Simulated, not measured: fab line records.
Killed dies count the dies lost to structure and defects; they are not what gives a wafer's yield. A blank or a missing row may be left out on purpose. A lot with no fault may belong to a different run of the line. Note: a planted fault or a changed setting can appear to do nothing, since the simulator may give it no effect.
fab line records    flow berkeley-cmos170
record: lots: 14  wafers: 42  last-day: 13
route steps=331 shown CONTACT@232 V1@266
lots that met no fault: from a run of the same line without faults
start-h: hours from the record's first day to the start of the lot's first wafer shown    wait-h: hours elapsed since this lot's preceding step    " repeats the value in the row above    L1.1+2: one row covering several wafers at once    - either no value or no given start    * or withheld: withheld    < > ~ a bound
route shown NAME@n: NAME is a module with steps in the file, n the number in the route of the first one    usual: mean/standard deviation of fault-free wafers    same: alike in all rows    chamber/n: place in a boat    sites: each site's reading    _std_site: their standard deviation    _edge_site: outer sites' mean less inner sites'    radius-mm: how far each site lies from the wafer's centre    mask NAME#n: copy n    behind: the most recent tool/chamber to have shaped the wafer    hold: the reason the lot was held/the length of the hold in hours/how it ended    device: which transistor (n, p or np) failed to switch    end of line: tests of these same wafers at the route's end    a step without rows: its recipe alone    killed: count of dies lost to structure and defects at first sort (not the wafer's yield)    map: dies across one wafer; x = killed, . = not, _ = none there
set.NAME: the setting the step ran with; set.NAME@STEP: the setting that earlier step ran with    model.NAME: the simulator's own value behind a step, which no gauge read
a sample of lots followed through the steps of the route, with each step as a table and each wafer as a row
services: from which hour (start-h, from the record's first day; less than 0 if before it) a tool's chamber was out of use, for how many hours, and why
== steps ==
step: UCB170_CONTACT_OVL_MEAS_16
usual: CONTACT_OVL: 0/5.2
lot.wafer  tool        chamber  start-h  wait-h  CONTACT_OVL[nm]
L374.2     overlay-02  -        172.09   0.1     -11
L374.4     "           -        "        "       -12
L374.5     "           -        "        "       -1
L373.1     overlay-02  -        173.09   0.1     4
L373.2     "           -        "        "       6
L373.4     "           -        "        "       5
L376.1     overlay-02  -        188.08   0.1     0
L376.3     "           -        "        "       -3
L376.5     "           -        "        "       -1
L378.3     overlay-02  -        189.00   0.1     3
L378.5     "           -        "        "       9
L378.6     "           -        "        "       4
L379.1     overlay-02  -        195.39   0.1     4
L379.4     "           -        "        "       -4
L379.6     "           -        "        "       7
L382.3     overlay-02  -        209.47   0.1     5
L382.4     "           -        "        "       -3
L382.6     "           -        "        "       2
L380.1     overlay-01  -        209.77   0.1     2
L380.2     "           -        "        "       -3
L380.6     "           -        "        "       4
L381.1     overlay-01  -        211.72   0.1     2
L381.2     "           -        "        "       2
L381.5     "           -        "        "       2
L385.3     overlay-02  -        234.07   0.1     -7
L385.4     "           -        "        "       -2
L385.5     "           -        "        "       2
L384.1     overlay-02  -        235.06   0.1     1
L384.3     "           -        "        "       3
L384.6     "           -        "        "       5
L391.2     overlay-01  -        265.98   0.1     -7
L391.4     "           -        "        "       -8
L391.6     "           -        "        "       -2
L392.2     overlay-01  -        266.75   0.1     4
L392.4     "           -        "        "       11
L392.6     "           -        "        "       13
L393.1     overlay-02  -        284.06   0.1     -4
L393.5     "           -        "        "       -2
L393.6     "           -        "        "       0
L396.2     overlay-02  -        296.00   0.1     -1
L396.5     "           -        "        "       -5
L396.6     "           -        "        "       -13
step: UCB170_CONTACT_CD_MEAS_90
recipe: target-cd-nm: 700
usual: cd-nm: 700.5/1.4
lot.wafer  tool       chamber  start-h  wait-h  cd-nm
L374.2     cd-sem-02  -        172.41   0.1     700.4
L374.4     "          -        "        "       700.7
L374.5     "          -        "        "       701.4
L373.1     cd-sem-02  -        173.40   0.1     700.0
L373.2     "          -        "        "       700.5
L373.4     "          -        "        "       701.1
L376.1     cd-sem-01  -        188.38   0.1     700.2
L376.3     "          -        "        "       700.7
L376.5     "          -        "        "       699.5
L378.3     cd-sem-01  -        189.62   0.4     700.4
L378.5     "          -        "        "       700.9
L378.6     "          -        "        "       700.6
L379.1     cd-sem-01  -        195.69   0.1     701.5
L379.4     "          -        "        "       702.8
L379.6     "          -        "        "       702.6
L382.3     cd-sem-01  -        209.80   0.1     702.2
L382.4     "          -        "        "       703.1
L382.6     "          -        "        "       700.7
L380.1     cd-sem-02  -        210.07   0.1     702.6
L380.2     "          -        "        "       700.4
L380.6     "          -        "        "       702.5
L381.1     cd-sem-02  -        212.03   0.1     700.7
L381.2     "          -        "        "       700.1
L381.5     "          -        "        "       699.8
L385.3     cd-sem-01  -        234.40   0.1     701.7
L385.4     "          -        "        "       700.8
L385.5     "          -        "        "       699.8
L384.1     cd-sem-02  -        235.36   0.1     701.8
L384.3     "          -        "        "       700.9
L384.6     "          -        "        "       701.1
L391.2     cd-sem-02  -        266.30   0.1     701.1
L391.4     "          -        "        "       701.9
L391.6     "          -        "        "       700.4
L392.2     cd-sem-02  -        267.07   0.1     699.6
L392.4     "          -        "        "       696.4
L392.6     "          -        "        "       699.9
L393.1     cd-sem-01  -        284.37   0.1     702.1
L393.5     "          -        "        "       701.4
L393.6     "          -        "        "       702.5
L396.2     cd-sem-02  -        296.32   0.1     699.5
L396.5     "          -        "        "       697.8
L396.6     "          -        "        "       699.1
step: UCB170_V1_CD_MEAS_12
recipe: target-cd-nm: 700
usual: cd-nm: 700.2/1.7
lot.wafer  tool       chamber  start-h  wait-h  cd-nm
L373.1     cd-sem-01  -        180.68   -       700.1
L373.2     "          -        "        "       698.1
L373.4     "          -        "        "       698.2
L374.2     cd-sem-01  -        180.94   -       700.1
L374.4     "          -        "        "       700.2
L374.5     "          -        "        "       699.1
L376.1     cd-sem-01  -        193.74   -       700.8
L376.3     "          -        "        "       701.1
L376.5     "          -        "        "       700.3
L378.3     cd-sem-01  -        195.96   -       700.7
L378.5     "          -        "        "       700.4
L378.6     "          -        "        "       700.3
L379.1     cd-sem-02  -        202.86   -       700.3
L379.4     "          -        "        "       698.7
L379.6     "          -        "        "       698.8
L382.3     cd-sem-01  -        217.08   -       700.3
L382.4     "          -        "        "       703.3
L382.6     "          -        "        "       700.8
L380.1     cd-sem-02  -        217.40   -       697.8
L380.2     "          -        "        "       697.0
L380.6     "          -        "        "       698.1
L381.1     cd-sem-02  -        219.03   -       699.2
L381.2     "          -        "        "       699.4
L381.5     "          -        "        "       699.2
L385.3     cd-sem-01  -        240.41   -       696.7
L385.4     "          -        "        "       698.7
L385.5     "          -        "        "       697.3
L384.1     cd-sem-02  -        241.81   -       703.5
L384.3     "          -        "        "       701.9
L384.6     "          -        "        "       701.7
L391.2     cd-sem-02  -        272.49   -       701.7
L391.4     "          -        "        "       700.5
L391.6     "          -        "        "       701.0
L392.2     cd-sem-01  -        275.04   -       698.4
L392.4     "          -        "        "       697.7
L392.6     "          -        "        "       698.5
L393.1     cd-sem-01  -        289.70   -       699.2
L393.5     "          -        "        "       698.0
L393.6     "          -        "        "       698.2
L396.2     cd-sem-02  -        304.49   -       700.2
L396.5     "          -        "        "       700.7
L396.6     "          -        "        "       701.1
step: UCB170_V1_ETCH_14
recipe: chemistry: CHF3/CF4/Ar  target: SiO2  stop-on: Al  CHF3_flow_sccm: 45  cf4-flow-sccm: 15  Ar_flow_sccm: 150  pressure-mtorr: 200  rf-w: 700  target-depth-a: 12500  over-etch-frac: 0.25  time-s: 291
usual: drypump-motor-current-A: 5.6/0.44  oes-product-au: 0.875/0.01  throttle-valve-pct: 6.94/0.11
lot.wafer  tool         chamber  start-h  wait-h  drypump-motor-current-A  oes-product-au  rf-hours-counter-h  throttle-valve-pct
L373.1     rie-diel-03  2        180.84   0.0     6.0                      0.905           135                 6.72
L373.2     "            0        "        "       5.9                      0.893           65                  6.97
L373.4     "            1        "        "       5.3                      0.864           17                  6.73
L374.2     rie-diel-04  1        181.08   0.0     6.5                      0.885           33                  6.93
L374.4     "            2        "        "       5.9                      0.872           130                 7.01
L374.5     "            3        "        "       5.7                      0.869           -                   7.07
L376.1     rie-diel-04  0        193.89   0.0     5.9                      0.874           12                  6.85
L376.3     "            2        "        "       5.9                      0.871           131                 7.00
L376.5     "            0        "        "       5.9                      0.879           -                   6.88
L378.3     rie-diel-04  0        196.07   0.0     5.9                      0.877           12                  6.85
L378.5     "            1        "        "       6.5                      0.881           -                   6.91
L378.6     "            0        "        "       5.9                      0.870           -                   6.87
L379.1     rie-diel-04  2        203.01   0.0     5.9                      0.881           131                 7.00
L379.4     "            0        "        "       6.0                      0.867           13                  6.84
L379.6     "            1        "        "       6.5                      0.880           -                   6.93
L382.3     rie-diel-01  2        217.20   0.0     5.8                      0.876           6                   6.92
L382.4     "            3        "        "       5.1                      0.865           125                 6.97
L382.6     "            2        "        "       5.8                      0.883           -                   6.93
L380.1     rie-diel-03  1        217.55   0.0     5.3                      0.872           18                  6.70
L380.2     "            3        "        "       5.1                      0.855           138                 7.16
L380.6     "            1        "        "       5.3                      0.873           -                   6.73
L381.1     rie-diel-04  2        219.18   0.0     5.9                      0.880           132                 7.00
L381.2     "            1        "        "       6.5                      0.878           35                  6.93
L381.5     "            0        "        "       5.9                      0.872           -                   6.85
L385.3     rie-diel-04  0        240.52   0.0     6.0                      0.873           14                  6.84
L385.4     "            1        "        "       6.6                      0.890           35                  6.93
L385.5     "            3        "        "       5.7                      0.879           -                   7.07
L384.1     rie-diel-01  0        241.96   0.0     5.4                      0.866           80                  6.92
L384.3     "            3        "        "       5.1                      0.876           126                 6.98
L384.6     "            2        "        "       5.8                      0.881           -                   6.94
L391.2     rie-diel-01  2        272.62   0.0     5.8                      0.855           8                   6.94
L391.4     "            1        "        "       5.1                      0.847           22                  6.97
L391.6     "            1        "        "       5.1                      0.846           -                   6.96
L392.2     rie-diel-01  2        275.17   0.0     5.8                      0.863           8                   6.94
L392.4     "            1        "        "       5.1                      0.855           22                  6.96
L392.6     "            2        "        "       5.8                      0.862           -                   6.93
L393.1     rie-diel-04  2        289.85   0.0     5.9                      0.886           0                   7.01
L393.5     "            3        "        "       5.7                      0.883           -                   7.06
L393.6     "            0        "        "       5.9                      0.875           -                   6.86
L396.2     rie-diel-03  0        304.63   0.0     6.0                      0.890           71                  6.96
L396.5     "            0        "        "       5.9                      0.884           -                   6.97
L396.6     "            1        "        "       5.3                      0.874           -                   6.71
step: UCB170_V1_STRIP_15
recipe: chemistry: O2  power-w: 400  pressure-mtorr: 3500  platen-temp-c: withheld  o2-flow-sccm: 400  overash-fraction: 0.5
usual: drypump-motor-current-A: 5.6/0.38  oes-product-au: 0.722/0.0044  strip-time-to-endpoint-s: 15.36/0.12
lot.wafer  tool             chamber  start-h  wait-h  drypump-motor-current-A  oes-product-au  rf-hours-counter-h  strip-time-to-endpoint-s
L373.1     plasma-asher-01  1        181.01   0.1     5.6                      0.722           46                  15.38
L373.2     "                0        "        "       5.0                      0.725           46                  15.28
L373.4     "                0        "        "       5.0                      0.722           -                   15.38
L374.2     plasma-asher-03  0        181.25   0.1     5.8                      0.726           40                  15.25
L374.4     "                0        "        "       5.8                      0.722           -                   15.56
L374.5     "                0        "        "       5.8                      0.724           -                   15.32
L376.1     plasma-asher-03  0        194.07   0.1     5.8                      0.720           42                  15.29
L376.3     "                0        "        "       5.8                      0.723           -                   15.59
L376.5     "                0        "        "       5.8                      0.724           -                   15.43
L378.3     plasma-asher-04  1        196.28   0.1     5.5                      0.731           -                   15.19
L378.5     "                0        "        "       6.0                      0.717           -                   15.16
L378.6     "                1        "        "       5.5                      0.719           -                   15.23
L379.1     plasma-asher-04  1        203.19   0.1     5.5                      0.725           11                  15.48
L379.4     "                0        "        "       6.1                      0.723           -                   15.25
L379.6     "                1        "        "       5.5                      0.723           -                   15.19
L382.3     plasma-asher-04  0        217.41   0.1     6.0                      0.718           -                   15.45
L382.4     "                1        "        "       5.5                      0.724           -                   15.42
L382.6     "                0        "        "       6.0                      0.723           -                   15.50
L380.1     plasma-asher-04  0        217.73   0.1     6.1                      0.727           12                  15.48
L380.2     "                1        "        "       5.5                      0.726           12                  15.45
L380.6     "                1        "        "       5.5                      0.723           -                   15.35
L381.1     plasma-asher-04  1        219.36   0.1     5.5                      0.720           12                  15.57
L381.2     "                0        "        "       6.1                      0.720           12                  15.20
L381.5     "                1        "        "       5.5                      0.721           -                   15.24
L385.3     plasma-asher-04  1        240.73   0.1     5.5                      0.709           -                   15.31
L385.4     "                0        "        "       6.1                      0.733           -                   15.13
L385.5     "                1        "        "       5.5                      0.724           -                   15.32
L384.1     plasma-asher-04  1        242.14   0.1     5.5                      0.721           14                  15.52
L384.3     "                1        "        "       5.5                      0.724           -                   15.37
L384.6     "                1        "        "       5.5                      0.726           -                   15.33
L391.2     plasma-asher-01  0        272.80   0.1     5.0                      0.722           55                  16.91
L391.4     "                1        "        "       5.6                      0.720           -                   16.83
L391.6     "                1        "        "       5.6                      0.718           -                   16.87
L392.2     plasma-asher-04  0        275.35   0.1     6.1                      0.726           18                  16.77
L392.4     "                1        "        "       5.5                      0.718           -                   16.79
L392.6     "                0        "        "       6.1                      0.727           -                   16.83
L393.1     plasma-asher-04  0        290.03   0.1     6.1                      0.720           20                  15.53
L393.5     "                0        "        "       6.0                      0.716           -                   15.35
L393.6     "                1        "        "       5.5                      0.725           -                   15.30
L396.2     plasma-asher-04  0        304.80   0.1     6.1                      0.724           21                  15.32
L396.5     "                0        "        "       6.1                      0.724           -                   15.27
L396.6     "                1        "        "       5.5                      0.729           -                   15.32
== services ==
tool             chamber  start-h  hours  kind
plasma-asher-01  -        186.51   3.5    repair
rie-diel-04      3        209.42   2.7    repair
rie-diel-03      2        223.10   16.4   repair
rie-diel-04      3        246.54   -      clean
rie-diel-04      3        246.54   20.4   scheduled-down
rie-diel-04      3        246.54   20.4   vent-cycle
rie-diel-03      3        249.35   -      clean
rie-diel-03      3        249.35   17.4   scheduled-down
rie-diel-03      3        249.35   17.4   vent-cycle
rie-diel-01      0        251.65   2.2    repair
rie-diel-03      -        258.88   0.2    repair
rie-diel-01      2        264.00   7.9    repair
rie-diel-03      2        266.73   -      clean
rie-diel-04      2        266.99   -      clean
rie-diel-04      2        266.99   20.0   scheduled-down
rie-diel-04      2        266.99   20.0   vent-cycle
rie-diel-04      0        273.95   1.4    repair
rie-diel-04      1        274.18   3.2    repair
plasma-asher-04  -        278.97   1.5    repair
rie-diel-04      1        284.05   7.4    repair
rie-diel-03      -        287.21   2.8    pm
rie-diel-01      3        292.84   -      clean
rie-diel-01      3        292.84   20.1   scheduled-down
rie-diel-01      3        292.84   20.1   vent-cycle
== key ==
first-sign: step: UCB170_V1_ETCH_14  reading: oes-product-au  direction: down  sigmas: 2  usual: 0.875  struck: 0.855  wafers-moved: 3
effect: step: UCB170_V1_STRIP_15  reading: strip-time-to-endpoint-s  direction: up  sigmas: 12  usual: *  struck: *
more-kills-born-at: UCB170_V1_ETCH_14@rie-diel-01: 765
met-at UCB170_V1_ETCH_14
struck-lots L391,L392
later-rows-left-out L391.2,L391.4,L391.6,L392.2,L392.4,L392.6
sort-left-out L392.2,L392.4,L392.6
not-acting-at UCB170_CONTACT_OVL_MEAS_16,UCB170_CONTACT_CD_MEAS_90,UCB170_V1_CD_MEAS_12
onset-between 241.96 272.62
fault: kind: process-parameter-drift  tool: rie-diel-01  chamber: -  onset-h: 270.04  steps: UCB170_V1_ETCH_14  channel: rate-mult  offset: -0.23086  shape: step  end-h: 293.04
sort-left-out: the simulated sort isn't trusted on such a fault, so these wafers' sort isn't shown, and their yield isn't known
later-rows-left-out: the simulator's readings of these wafers behind a module that went badly wrong aren't trusted and aren't shown, but for the sort
